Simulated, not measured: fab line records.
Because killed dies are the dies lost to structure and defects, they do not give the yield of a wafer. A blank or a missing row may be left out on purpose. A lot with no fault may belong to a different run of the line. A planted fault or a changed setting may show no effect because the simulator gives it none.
fab line records | flow rit-cmos
record: lots: 5 | wafers: 23
route steps=202 shown NSD@139 PSD@143 CONTACT@168 M1@184
start-h: start of the lot's first displayed wafer, in hours after the record's first day | wait-h: hours from the lot's prior step to this one | " same as the row above | L1.1+2: one row covering several wafers at once | - no value present, or no start provided | * or withheld: withheld | < > ~ a bound
route shown NAME@n: NAME is a module with steps in the file, n the number in the route of the first one | usual: mean/standard deviation of fault-free wafers | same: alike in all rows | chamber/n: place in a boat | sites: per-site readings | _std_site: their standard deviation | _edge_site: mean of outer sites minus mean of inner sites | radius-mm: how far each site lies from the wafer's centre | mask NAME#n: copy n | behind: the most recent tool/chamber to have shaped the wafer | hold: why the lot was held/for how many hours/how that ended | device: names the non-switching transistor (n, p or np) | end of line: the tests these same wafers got at the end of their route | a step without rows: its recipe alone | killed: not the wafer's yield, but the dies lost to structure and defects at the first sort | map: a wafer's dies, x killed, . not, _ none there
set.NAME: the run value of the setting; set.NAME@STEP: its run value at that earlier step | model.NAME: the simulator's own value behind a step, which no gauge read
lots whose settings were changed on purpose; a table a step, a row a wafer
== steps ==
step: RIT_NSD_IMPLANT_08
recipe: species: P | energy-kev: 25 | dose-cm2: 1e+15 | tilt-deg: 7
lot.wafer      | tool         | chamber | start-h | wait-h | set.energy-kev | model.implant.rp-nm | model.implant.drp-nm
L074.2+3+6     | implanter-03 | 0       | 48.49   | 0.1    | 25             | 32.75               | 14.84
L075.1+6       | implanter-01 | 0       | 54.45   | 0.1    | 25             | 32.36               | 14.84
L075.2+3+5     | "            | 0       | "       | "      | 24.12          | 31.58               | 14.52
L079.1+2+3+5+6 | implanter-03 | 0       | 76.44   | 0.1    | 25             | 32.98               | 14.84
L083.1+2       | implanter-03 | 0       | 93.09   | 0.1    | 25             | 31.91               | 14.84
L083.3+5+6     | "            | 0       | "       | "      | 24.49          | 31.46               | 14.65
L084.1+6       | implanter-02 | 0       | 96.72   | 0.1    | 25             | 33                  | 14.84
L084.2+3+4     | "            | 0       | "       | "      | 23.72          | 31.85               | 14.37
step: RIT_NSD_STRIP_09
recipe: chemistry: O2 | time-s: 180 | resist: NOVOLAK | platen-temp-c: withheld | power-w: 500 | pressure-mtorr: 4000 | o2-flow-sccm: 4000
lot.wafer | tool            | chamber | start-h | wait-h | set.sih4-flow-sccm@GATE_CVD_08 | model.poly-Si_of_GATE_CVD_08.thk-nm
L074.2    | plasma-asher-02 | 1       | 48.61   | 0.1    | 100                            | 171.3
L074.3    | "               | 0       | "       | "      | 100                            | 168.2
L074.6    | "               | 0       | "       | "      | 100                            | 170.4
L075.1    | plasma-asher-02 | 1       | 54.60   | 0.1    | 85.15                          | 126.5
L075.2    | "               | 0       | "       | "      | 85.15                          | 131.1
L075.3    | "               | 0       | "       | "      | 85.15                          | 127.9
L075.5    | "               | 1       | "       | "      | 85.15                          | 127.2
L075.6    | "               | 0       | "       | "      | 85.15                          | 130.7
L079.1    | plasma-asher-01 | 1       | 76.59   | 0.1    | 91.92                          | 144.9
L079.2    | "               | 0       | "       | "      | 91.92                          | 143.6
L079.3    | "               | 1       | "       | "      | 91.92                          | 143.2
L079.5    | "               | 1       | "       | "      | 91.92                          | 143
L079.6    | "               | 0       | "       | "      | 91.92                          | 142.6
L083.1+5  | plasma-asher-03 | 1       | 93.39   | 0.2    | 89.64                          | 141.6
L083.2    | "               | 0       | "       | "      | 89.64                          | 141.3
L083.3    | "               | 1       | "       | "      | 89.64                          | 141.9
L083.6    | "               | 0       | "       | "      | 89.64                          | 140.3
L084.1    | plasma-asher-02 | 0       | 96.87   | 0.1    | 90.17                          | 139.5
L084.2    | "               | 1       | "       | "      | 90.17                          | 139.9
L084.3    | "               | 1       | "       | "      | 90.17                          | 141.1
L084.4    | "               | 0       | "       | "      | 90.17                          | 139.6
L084.6    | "               | 0       | "       | "      | 90.17                          | 140.4
step: RIT_PSD_COAT_01
recipe: resist: NOVOLAK | spin-rpm: 3250 | resist-thk-nm: 1000
lot.wafer | tool           | chamber | start-h | wait-h | set.spin-rpm | model.NOVOLAK_of_PSD_COAT_01.thk-nm
L074.2+6  | litho-track-01 | 0       | 49.02   | 0.1    | 3250         | 1007
L074.3    | "              | 0       | "       | "      | 3250         | 1004
L075.1    | litho-track-04 | 0       | 54.98   | 0.1    | 3250         | 1007
L075.2    | "              | 0       | "       | "      | 3250         | 1003
L075.3    | "              | 0       | "       | "      | 3099         | 1030
L075.5    | "              | 0       | "       | "      | 3250         | 1006
L075.6    | "              | 0       | "       | "      | 3099         | 1028
L079.1    | litho-track-03 | 0       | 76.97   | 0.1    | 3374         | 983.4
L079.2+6  | "              | 0       | "       | "      | 3250         | 1001
L079.3    | "              | 0       | "       | "      | 3374         | 984.7
L079.5    | "              | 0       | "       | "      | 3250         | 1004
L083.1    | litho-track-01 | 0       | 93.78   | 0.1    | 3461         | 971.2
L083.2+6  | "              | 0       | "       | "      | 3250         | 1002
L083.3    | "              | 0       | "       | "      | 3250         | 1001
L083.5    | "              | 0       | "       | "      | 3461         | 969.3
L084.1    | litho-track-04 | 0       | 97.25   | 0.1    | 3250         | 1002
L084.2    | "              | 0       | "       | "      | 3320         | 992.2
L084.3    | "              | 0       | "       | "      | 3250         | 1003
L084.4    | "              | 0       | "       | "      | 3320         | 988.3
L084.6    | "              | 0       | "       | "      | 3250         | 1004
step: RIT_PSD_SOFTBAKE_02
recipe: resist: NOVOLAK | temp-c: 90 | time-s: 60
step: RIT_PSD_EXPOSE_03
recipe: mask-id: M10 | na: 0.57 | target-cd-nm: 40900 | dose-mj: 250
step: RIT_PSD_DEVELOP_05
recipe: resist: NOVOLAK | develop-time-s: 47.92 | dev-temp-c: 23
step: RIT_PSD_HARDBAKE_07
recipe: resist: NOVOLAK | temp-c: 140 | time-s: 60
lot.wafer | tool           | chamber | start-h | wait-h | set.spin-rpm@PSD_COAT_01 | model.NOVOLAK_of_PSD_COAT_01.thk-nm
L074.2    | litho-track-04 | 0       | 50.09   | 0.0    | 3250                     | 889.5
L074.3    | "              | 0       | "       | "      | 3250                     | 887.7
L074.6    | "              | 0       | "       | "      | 3250                     | 889.6
L075.1    | litho-track-04 | 0       | 55.92   | 0.0    | 3250                     | 889.7
L075.2    | "              | 0       | "       | "      | 3250                     | 886.2
L075.3    | "              | 0       | "       | "      | 3099                     | 910.1
L075.5    | "              | 0       | "       | "      | 3250                     | 888.9
L075.6    | "              | 0       | "       | "      | 3099                     | 908.5
L079.1    | litho-track-04 | 0       | 77.71   | 0.0    | 3374                     | 869.2
L079.2    | "              | 0       | "       | "      | 3250                     | 884.9
L079.3    | "              | 0       | "       | "      | 3374                     | 870.4
L079.5    | "              | 0       | "       | "      | 3250                     | 887.7
L079.6    | "              | 0       | "       | "      | 3250                     | 884.8
L083.1    | litho-track-04 | 0       | 94.64   | 0.0    | 3461                     | 858.6
L083.2    | "              | 0       | "       | "      | 3250                     | 885.3
L083.3    | "              | 0       | "       | "      | 3250                     | 885
L083.5    | "              | 0       | "       | "      | 3461                     | 856.9
L083.6    | "              | 0       | "       | "      | 3250                     | 885.5
L084.1    | litho-track-01 | 0       | 98.12   | 0.0    | 3250                     | 885.7
L084.2    | "              | 0       | "       | "      | 3320                     | 876.9
L084.3    | "              | 0       | "       | "      | 3250                     | 886
L084.4    | "              | 0       | "       | "      | 3320                     | 873.6
L084.6    | "              | 0       | "       | "      | 3250                     | 886.9
step: RIT_CONTACT_CVD_00
recipe: material: SiO2 | target-thk-nm: 400 | precursor: TEOS | temp-c: 390 | time-s: 61 | rf-w: 400
lot.wafer | tool     | chamber | start-h | wait-h | set.time-s | model.SiO2_of_CONTACT_CVD_00.thk-nm
L074.2    | pecvd-04 | 2       | 52.09   | 0.0    | 61         | 399.3
L074.3    | "        | 0       | "       | "      | 61         | 405.3
L074.6    | "        | 0       | "       | "      | 61         | 405.9
L075.1+6  | pecvd-03 | 0,2     | 58.01   | 0.1    | 61         | -
L075.2    | "        | 2       | "       | "      | 61         | 404.8
L075.3    | "        | 1       | "       | "      | 58.7       | -
L075.5    | "        | 1       | "       | "      | 58.7       | 395.6
L079.1    | pecvd-02 | 1       | 79.81   | 0.1    | 68.19      | -
L079.2    | "        | 2       | "       | "      | 68.19      | 445.3
L079.3+6  | "        | 0       | "       | "      | 61         | -
L079.5    | "        | 2       | "       | "      | 61         | 399.1
L083.1    | pecvd-04 | 1       | 96.63   | 0.1    | 56.05      | 362.4
L083.2+5  | "        | 2       | "       | "      | 56.05      | -
L083.3    | "        | 0       | "       | "      | 61         | -
L083.6    | "        | 1       | "       | "      | 61         | 400.2
L084.1    | pecvd-03 | 1       | 100.13  | 0.1    | 66.66      | 434.4
L084.2+4  | "        | 2       | "       | "      | 61         | -
L084.3    | "        | 0       | "       | "      | 66.66      | -
L084.6    | "        | 1       | "       | "      | 61         | 403.8
step: RIT_CONTACT_THK_MEAS_01
recipe: reads: SiO2_of_CONTACT_CVD_00
usual: CONTACT_TEOS_THK: 403/5.1
lot.wafer | tool          | chamber | start-h | wait-h | set.time-s@CONTACT_CVD_00 | CONTACT_TEOS_THK[nm]
L074.2    | film-metro-02 | -       | 52.15   | 0.0    | 61                        | 399
L074.3    | "             | -       | "       | "      | 61                        | 405
L074.6    | "             | -       | "       | "      | 61                        | 406
L075.1    | film-metro-04 | -       | 58.06   | 0.0    | 61                        | 403
L075.2    | "             | -       | "       | "      | 61                        | 405
L075.3    | "             | -       | "       | "      | 58.7                      | 384
L075.5    | "             | -       | "       | "      | 58.7                      | 395
L075.6    | "             | -       | "       | "      | 61                        | 412
L079.1    | film-metro-04 | -       | 79.86   | 0.0    | 68.19                     | 450
L079.2    | "             | -       | "       | "      | 68.19                     | 445
L079.3    | "             | -       | "       | "      | 61                        | 402
L079.5    | "             | -       | "       | "      | 61                        | 399
L079.6    | "             | -       | "       | "      | 61                        | 407
L083.1    | film-metro-04 | -       | 96.68   | 0.0    | 56.05                     | 362
L083.2    | "             | -       | "       | "      | 56.05                     | 367
L083.3    | "             | -       | "       | "      | 61                        | 390
L083.5    | "             | -       | "       | "      | 56.05                     | 367
L083.6    | "             | -       | "       | "      | 61                        | 400
L084.1    | film-metro-01 | -       | 100.18  | 0.0    | 66.66                     | 435
L084.2    | "             | -       | "       | "      | 61                        | 406
L084.3    | "             | -       | "       | "      | 66.66                     | 437
L084.4    | "             | -       | "       | "      | 61                        | 410
L084.6    | "             | -       | "       | "      | 61                        | 403
step: RIT_CONTACT_SOFTBAKE_04
recipe: resist: NOVOLAK | temp-c: 90 | time-s: 60
lot.wafer  | tool           | chamber | start-h | wait-h | set.temp-c
L074.2+3+6 | litho-track-02 | 0       | 52.53   | 0.1    | 90
L075.1+2   | litho-track-01 | 0       | 58.42   | 0.1    | 86.65
L075.3+5+6 | "              | 0       | "       | "      | 90
L079.1+6   | litho-track-01 | 0       | 80.22   | 0.1    | 93.65
L079.2+3+5 | "              | 0       | "       | "      | 90
L083.1+2+6 | litho-track-03 | 0       | 97.34   | 0.1    | 92.33
L083.3+5   | "              | 0       | "       | "      | 90
L084.1+4   | litho-track-03 | 0       | 100.54  | 0.1    | 88.93
L084.2+3+6 | "              | 0       | "       | "      | 90
step: RIT_CONTACT_EXPOSE_05
recipe: mask-id: M11 | na: 0.6 | source-shape: conventional | sigma-outer: 0.5 | target-cd-nm: 1000 | dose-mj: 250
step: RIT_CONTACT_PEB_06
recipe: resist: NOVOLAK | temp-c: withheld | time-s: withheld
step: RIT_CONTACT_DEVELOP_07
recipe: resist: NOVOLAK | develop-time-s: 120 | dev-temp-c: 21.94
lot.wafer  | tool           | chamber | start-h | wait-h | set.temp-c@CONTACT_SOFTBAKE_04 | model.NOVOLAK_of_CONTACT_COAT_03.thk-nm
L074.2     | litho-track-03 | 0       | -       | -      | 90                             | 999.3
L074.3     | "              | 0       | "       | "      | 90                             | 998.5
L074.6     | "              | 0       | "       | "      | 90                             | 998.3
L075.1     | litho-track-01 | 0       | -       | -      | 86.65                          | 1013
L075.2     | "              | 0       | "       | "      | 86.65                          | 1011
L075.3+5+6 | "              | 0       | "       | "      | 90                             | 1003
L079.1     | litho-track-01 | 0       | -       | -      | 93.65                          | 988.7
L079.2     | "              | 0       | "       | "      | 90                             | 1002
L079.3+5   | "              | 0       | "       | "      | 90                             | 1001
L079.6     | "              | 0       | "       | "      | 93.65                          | 993.8
L083.1     | litho-track-03 | 0       | -       | -      | 92.33                          | 1001
L083.2     | "              | 0       | "       | "      | 92.33                          | 999.3
L083.3     | "              | 0       | "       | "      | 90                             | 1008
L083.5     | "              | 0       | "       | "      | 90                             | 1003
L083.6     | "              | 0       | "       | "      | 92.33                          | 1002
L084.1     | litho-track-01 | 0       | -       | -      | 88.93                          | 1005
L084.2+3   | "              | 0       | "       | "      | 90                             | 1001
L084.4     | "              | 0       | "       | "      | 88.93                          | 1003
L084.6     | "              | 0       | "       | "      | 90                             | 998.3
step: RIT_CONTACT_HARDBAKE_10
recipe: resist: NOVOLAK | temp-c: 140 | time-s: 60
step: RIT_CONTACT_ETCH_11
recipe: target-depth-a: 4800 | over-etch-frac: 0.2 | stop-on: TiSi2 | chemistry: CHF3/CF4/Ar | target: SiO2 | CHF3_flow_sccm: 50 | cf4-flow-sccm: 10 | Ar_flow_sccm: 100 | O2_flow_sccm: 5 | pressure-mtorr: 100 | rf-w: 200 | time-s: 320
lot.wafer | tool        | chamber | start-h | wait-h | set.time-s@CONTACT_CVD_00 | model.etch.depth-nm | model.CONTACT.feature-depth-nm
L074.2    | rie-diel-02 | 0       | 53.60   | 0.1    | 61                        | 399.3               | 399.3
L074.3    | "           | 2       | "       | "      | 61                        | 405.3               | 405.3
L074.6    | "           | 1       | "       | "      | 61                        | 405.9               | 405.9
L075.1    | rie-diel-03 | 2       | 59.52   | 0.1    | 61                        | -                   | 403.3
L075.2    | "           | 1       | "       | "      | 61                        | 404.8               | 404.8
L075.3    | "           | 3       | "       | "      | 58.7                      | -                   | 384.2
L075.5    | "           | 0       | "       | "      | 58.7                      | 395.6               | 395.6
L075.6    | "           | 1       | "       | "      | 61                        | -                   | 412
L079.1    | rie-diel-03 | 2       | 81.32   | 0.1    | 68.19                     | -                   | 449.5
L079.2    | "           | 1       | "       | "      | 68.19                     | 445.3               | 445.3
L079.3    | "           | 0       | "       | "      | 61                        | -                   | 402.5
L079.5    | "           | 2       | "       | "      | 61                        | 399.1               | 399.1
L079.6    | "           | 1       | "       | "      | 61                        | -                   | 407.8
L083.1    | rie-diel-02 | 0       | 98.48   | 0.1    | 56.05                     | 362.4               | 362.4
L083.2+5  | "           | 2,0     | "       | "      | 56.05                     | -                   | 367.2
L083.3    | "           | 1       | "       | "      | 61                        | -                   | 390.3
L083.6    | "           | 2       | "       | "      | 61                        | 400.2               | 400.2
L084.1    | rie-diel-03 | 2       | 101.63  | 0.1    | 66.66                     | 434.4               | 434.4
L084.2    | "           | 1       | "       | "      | 61                        | -                   | 406.1
L084.3    | "           | 0       | "       | "      | 66.66                     | -                   | 437.3
L084.4    | "           | 3       | "       | "      | 61                        | -                   | 409.5
L084.6    | "           | 2       | "       | "      | 61                        | 403.8               | 403.8
step: RIT_M1_SPUTTER_00
recipe: material: Al | target-thk-nm: 400 | power-w: 2000 | chamber-pressure-pa: 0.4 | gas: Ar | time-s: 500 | substrate-temp-c: 25
lot.wafer | tool           | chamber | start-h | wait-h | set.time-s | model.Al_of_M1_SPUTTER_00.thk-nm
L074.2    | pvd-sputter-04 | -       | 54.44   | 0.0    | 500        | 396.3
L074.3    | "              | -       | "       | "      | 500        | 397.1
L074.6    | "              | -       | "       | "      | 500        | 399
L075.1    | pvd-sputter-01 | -       | 60.37   | 0.0    | 566.1      | 457.5
L075.2    | "              | -       | "       | "      | 500        | 406
L075.3    | "              | -       | "       | "      | 566.1      | 451.7
L075.5    | "              | -       | "       | "      | 500        | 407.6
L075.6    | "              | -       | "       | "      | 566.1      | 458.7
L079.1    | pvd-sputter-04 | -       | 82.16   | 0.0    | 565.6      | 455.3
L079.2    | "              | -       | "       | "      | 500        | 402.9
L079.3    | "              | -       | "       | "      | 565.6      | 462
L079.5    | "              | -       | "       | "      | 500        | 408.6
L079.6    | "              | -       | "       | "      | 565.6      | 455
L083.1    | pvd-sputter-04 | -       | 99.53   | 0.0    | 500        | 405.8
L083.2    | "              | -       | "       | "      | 555.2      | 442.5
L083.3    | "              | -       | "       | "      | 555.2      | 444.7
L083.5    | "              | -       | "       | "      | 555.2      | 443.9
L083.6    | "              | -       | "       | "      | 500        | 400.1
L084.1    | pvd-sputter-02 | -       | 102.72  | 0.0    | 500        | 401.2
L084.2    | "              | -       | "       | "      | 457.6      | 364.1
L084.3    | "              | -       | "       | "      | 457.6      | 361.9
L084.4    | "              | -       | "       | "      | 457.6      | 363.5
L084.6    | "              | -       | "       | "      | 500        | 401.6
step: RIT_M1_RS_MEAS_01
recipe: thk-meas-gauge: four-point-probe | reads: Al_of_M1_SPUTTER_00
usual: M1_AL_RS: 0.0730/0.00087
lot.wafer | tool          | chamber | start-h | wait-h | set.time-s@M1_SPUTTER_00 | M1_AL_RS[ohm/sq]
L074.2    | film-metro-01 | -       | 54.75   | 0.2    | 500                      | 0.0743
L074.3    | "             | -       | "       | "      | 500                      | 0.0740
L074.6    | "             | -       | "       | "      | 500                      | 0.0737
L075.1    | film-metro-04 | -       | 60.67   | 0.1    | 566.1                    | 0.0640
L075.2    | "             | -       | "       | "      | 500                      | 0.0723
L075.3    | "             | -       | "       | "      | 566.1                    | 0.0650
L075.5    | "             | -       | "       | "      | 500                      | 0.0720
L075.6    | "             | -       | "       | "      | 566.1                    | 0.0638
L079.1    | film-metro-01 | -       | 82.45   | 0.1    | 565.6                    | 0.0646
L079.2    | "             | -       | "       | "      | 500                      | 0.0733
L079.3    | "             | -       | "       | "      | 565.6                    | 0.0637
L079.5    | "             | -       | "       | "      | 500                      | 0.0720
L079.6    | "             | -       | "       | "      | 565.6                    | 0.0647
L083.1    | film-metro-01 | -       | 99.82   | 0.1    | 500                      | 0.0725
L083.2    | "             | -       | "       | "      | 555.2                    | 0.0665
L083.3    | "             | -       | "       | "      | 555.2                    | 0.0660
L083.5    | "             | -       | "       | "      | 555.2                    | 0.0662
L083.6    | "             | -       | "       | "      | 500                      | 0.0735
L084.1    | film-metro-01 | -       | 103.02  | 0.1    | 500                      | 0.0735
L084.2    | "             | -       | "       | "      | 457.6                    | 0.0811
L084.3    | "             | -       | "       | "      | 457.6                    | 0.0816
L084.4    | "             | -       | "       | "      | 457.6                    | 0.0811
L084.6    | "             | -       | "       | "      | 500                      | 0.0733
step: RIT_M1_THK_MEAS_02
recipe: thk-meas-gauge: xrf | reads: Al_of_M1_SPUTTER_00
usual: M1_AL_THK: 404/5
lot.wafer | tool          | chamber | start-h | wait-h | set.time-s@M1_SPUTTER_00 | M1_AL_THK[nm]
L074.2    | film-metro-01 | -       | 54.86   | 0.1    | 500                      | 398
L074.3    | "             | -       | "       | "      | 500                      | 398
L074.6    | "             | -       | "       | "      | 500                      | 400
L075.1    | film-metro-04 | -       | 60.79   | 0.1    | 566.1                    | 462
L075.2    | "             | -       | "       | "      | 500                      | 409
L075.3    | "             | -       | "       | "      | 566.1                    | 451
L075.5    | "             | -       | "       | "      | 500                      | 412
L075.6    | "             | -       | "       | "      | 566.1                    | 462
L079.1    | film-metro-01 | -       | 82.57   | 0.1    | 565.6                    | 455
L079.2    | "             | -       | "       | "      | 500                      | 403
L079.3    | "             | -       | "       | "      | 565.6                    | 461
L079.5    | "             | -       | "       | "      | 500                      | 407
L079.6    | "             | -       | "       | "      | 565.6                    | 457
L083.1    | film-metro-01 | -       | 99.94   | 0.1    | 500                      | 407
L083.2    | "             | -       | "       | "      | 555.2                    | 442
L083.3    | "             | -       | "       | "      | 555.2                    | 443
L083.5    | "             | -       | "       | "      | 555.2                    | 447
L083.6    | "             | -       | "       | "      | 500                      | 401
L084.1    | film-metro-01 | -       | 103.14  | 0.1    | 500                      | 401
L084.2    | "             | -       | "       | "      | 457.6                    | 365
L084.3    | "             | -       | "       | "      | 457.6                    | 364
L084.4    | "             | -       | "       | "      | 457.6                    | 366
L084.6    | "             | -       | "       | "      | 500                      | 404
step: RIT_M1_HMDS_03
recipe: prime-time-s: 60 | prime-temp-c: 140
lot.wafer      | tool           | chamber | start-h | wait-h | set.prime-time-s
L074.2+3+6     | litho-track-02 | 0       | 54.94   | 0.1    | 60
L075.1+6       | litho-track-04 | 0       | 60.85   | 0.1    | 60
L075.2+3+5     | "              | 0       | "       | "      | 66.16
L079.1+5       | litho-track-04 | 0       | 82.63   | 0.1    | 54.16
L079.2+3+6     | "              | 0       | "       | "      | 60
L083.1+2+3+5+6 | litho-track-01 | 0       | 100.00  | 0.1    | 60
L084.1+2+3+4+6 | litho-track-01 | 0       | 103.20  | 0.1    | 60
step: RIT_M1_COAT_04
recipe: resist: NOVOLAK | spin-rpm: 2000 | resist-thk-nm: 1300
step: RIT_M1_SOFTBAKE_05
recipe: resist: NOVOLAK | temp-c: 90 | time-s: 60
step: RIT_M1_HARDBAKE_11
recipe: resist: NOVOLAK | temp-c: 140 | time-s: 120
step: RIT_M1_METAL_ETCH_12
recipe: stop-on: SiO2 | chemistry: Cl2/BCl3 | target: Al | time-s: 165 | over-etch-frac: 0.5 | pressure-mtorr: 100 | target-depth-a: 6000 | rf-w: 240.6 | Cl2_flow_sccm: 60 | bcl3-flow-sccm: 50
usual: oes-product-au: 0.778/0.013
lot.wafer | tool         | chamber | start-h | wait-h | set.time-s@M1_SPUTTER_00 | oes-product-au
L074.2    | rie-metal-04 | 0       | 56.21   | 0.2    | 500                      | 0.777
L074.3    | "            | 0       | "       | "      | 500                      | 0.775
L074.6    | "            | 0       | "       | "      | 500                      | 0.777
L075.1    | rie-metal-02 | 1       | 62.26   | 0.2    | 566.1                    | 0.839
L075.2    | "            | 0       | "       | "      | 500                      | 0.757
L075.3    | "            | 1       | "       | "      | 566.1                    | 0.834
L075.5    | "            | 1       | "       | "      | 500                      | 0.786
L075.6    | "            | 0       | "       | "      | 566.1                    | 0.816
L079.1    | rie-metal-01 | 0       | 83.99   | 0.2    | 565.6                    | 0.834
L079.2    | "            | 1       | "       | "      | 500                      | 0.784
L079.3    | "            | 1       | "       | "      | 565.6                    | 0.849
L079.5    | "            | 0       | "       | "      | 500                      | 0.778
L079.6    | "            | 1       | "       | "      | 565.6                    | 0.848
L083.1    | rie-metal-04 | 1       | 101.41  | 0.2    | 500                      | 0.796
L083.2    | "            | 0       | "       | "      | 555.2                    | 0.829
L083.3    | "            | 1       | "       | "      | 555.2                    | 0.852
L083.5    | "            | 1       | "       | "      | 555.2                    | 0.839
L083.6    | "            | 0       | "       | "      | 500                      | 0.789
L084.1    | rie-metal-02 | 0       | 104.73  | 0.2    | 500                      | 0.759
L084.2    | "            | 1       | "       | "      | 457.6                    | 0.743
L084.3    | "            | 0       | "       | "      | 457.6                    | 0.706
L084.4    | "            | 1       | "       | "      | 457.6                    | 0.731
L084.6    | "            | 0       | "       | "      | 500                      | 0.755
== key ==
split: step: RIT_NSD_IMPLANT_08 | setting: energy-kev | stated: 25 | by: wafer
response: step: RIT_NSD_IMPLANT_08 | reading: model.implant.rp-nm | change: +0.223 | per: 1% | r: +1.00
response: step: RIT_NSD_IMPLANT_08 | reading: model.implant.drp-nm | change: +0.0903 | per: 1% | r: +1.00
split: step: RIT_PSD_COAT_01 | setting: spin-rpm | stated: 3250 | by: wafer
response: step: RIT_PSD_COAT_01 | reading: model.NOVOLAK_of_PSD_COAT_01.thk-nm | change: -4.98 | per: 1% | r: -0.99
response: step: RIT_PSD_HARDBAKE_07 | reading: model.NOVOLAK_of_PSD_COAT_01.thk-nm | change: -4.36 | per: 1% | r: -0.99
split: step: RIT_CONTACT_CVD_00 | setting: time-s | stated: 61 | by: wafer
response: step: RIT_CONTACT_CVD_00 | reading: model.SiO2_of_CONTACT_CVD_00.thk-nm | change: +3.84 | per: 1% | r: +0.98
response: step: RIT_CONTACT_THK_MEAS_01 | reading: CONTACT_TEOS_THK | change: +3.62 | per: 1% | r: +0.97
response: step: RIT_CONTACT_ETCH_11 | reading: model.etch.depth-nm | change: +3.84 | per: 1% | r: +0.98
response: step: RIT_CONTACT_ETCH_11 | reading: model.CONTACT.feature-depth-nm | change: +3.6 | per: 1% | r: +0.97
split: step: RIT_CONTACT_SOFTBAKE_04 | setting: temp-c | stated: 90 | by: wafer
response: step: RIT_CONTACT_DEVELOP_07 | reading: model.NOVOLAK_of_CONTACT_COAT_03.thk-nm | change: -2.41 | per: 1% | r: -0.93
split: step: RIT_M1_SPUTTER_00 | setting: time-s | stated: 500 | by: wafer
response: step: RIT_M1_SPUTTER_00 | reading: model.Al_of_M1_SPUTTER_00.thk-nm | change: +3.89 | per: 1% | r: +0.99
response: step: RIT_M1_RS_MEAS_01 | reading: M1_AL_RS | change: -0.000657 | per: 1% | r: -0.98
response: step: RIT_M1_THK_MEAS_02 | reading: M1_AL_THK | change: +3.86 | per: 1% | r: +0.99
response: step: RIT_M1_METAL_ETCH_12 | reading: oes-product-au | change: +0.00441 | per: 1% | r: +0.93
split: step: RIT_M1_HMDS_03 | setting: prime-time-s | stated: 60 | by: wafer
response none clear
split outside-this-file step=RIT_GATE_CVD_08 setting=sih4-flow-sccm
split outside-this-file: this setting was split too, and the file shows its column; the key of that split is in another file
